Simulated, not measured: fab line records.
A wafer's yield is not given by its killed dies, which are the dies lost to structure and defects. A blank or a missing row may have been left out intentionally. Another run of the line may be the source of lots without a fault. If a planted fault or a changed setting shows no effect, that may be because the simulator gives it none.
Chamber matching | flow berkeleyCmos170 | UCB170_GATE_ETCH_14 on rieDiel-01: 4 sister chambers
The step etches BARC in N2/H2. 14 wafers are shown with their chamber, then 7 later ones without.

WAFERS, EACH WITH ITS CHAMBER
wafer  | chamber | drypumpMotorCurrentA (A) | throttleValvePct (%) | oesProductAu (a.u.)
L353.3 | 3       | 6.1                      | 13.39                | 0.989
L353.4 | 1       | 4.7                      | 13.13                | 1.025
L353.5 | 3       | 6.1                      | 13.39                | 0.983
L354.1 | 0       | 5.8                      | 13.30                | 1.014
L354.3 | 3       | 6.1                      | 13.39                | 0.997
L354.4 | 3       | 6.1                      | 13.40                | 1.000
L363.4 | 3       | 6.1                      | 13.40                | 0.990
L363.5 | 0       | 5.7                      | 13.30                | 1.009
L363.6 | 1       | 4.7                      | 13.14                | 0.999
L365.1 | 2       | 4.8                      | 13.51                | 0.989
L365.3 | 1       | 4.7                      | 13.16                | 1.000
L365.5 | 0       | 5.8                      | 13.30                | 1.025
L367.1 | 2       | 4.9                      | 13.49                | 0.970
L367.2 | 3       | 6.1                      | 13.39                | 0.974

SIGNATURES (means of the wafers above)
reading              | chamber 0 | chamber 1 | chamber 2 | chamber 3 | scatter within a chamber
drypumpMotorCurrentA | 5.767     | 4.700     | 4.850     | 6.100     | 0.0342
throttleValvePct     | 13.3000   | 13.1433   | 13.5000   | 13.3933   | 0.00894
oesProductAu         | 1.01600   | 1.00800   | 0.97950   | 0.98883   | 0.0109
Rule: a wafer's distance from a chamber is the root of the sum, over the readings, of the square of ((its reading less the chamber's mean) divided by the reading's scatter). The wafer belongs to the nearest chamber; if the next one is less than 2 further off, it can't be placed. The scatter is the square root of a quotient: the sum, over the shown wafers, of each reading's squared deviation from its chamber's mean, divided by wafers minus chambers.

WAFERS WHOSE CHAMBER IS MISSING
wafer  | drypumpMotorCurrentA (A) | throttleValvePct (%) | oesProductAu (a.u.)
L367.5 | 5.8                      | 13.29                | 1.002
L370.1 | 6.1                      | 13.37                | 1.002
L370.2 | 5.8                      | 13.30                | 1.027
L370.3 | 4.8                      | 13.50                | 0.981
L366.2 | 5.8                      | 13.30                | 1.013
L366.4 | 4.9                      | 13.50                | 0.999
L366.6 | 5.8                      | 13.29                | 1.011

THE CHAMBER EACH PASSED THROUGH
wafer  | from the rows above | in truth
L367.5 | 0                   | 0
L370.1 | 3                   | 3
L370.2 | 0                   | 0
L370.3 | 2                   | 2
L366.2 | 0                   | 0
L366.4 | 2                   | 2
L366.6 | 0                   | 0
Correct placement for 7 of the 7. Can't be placed from these rows: 0. Wrongly placed: 0.
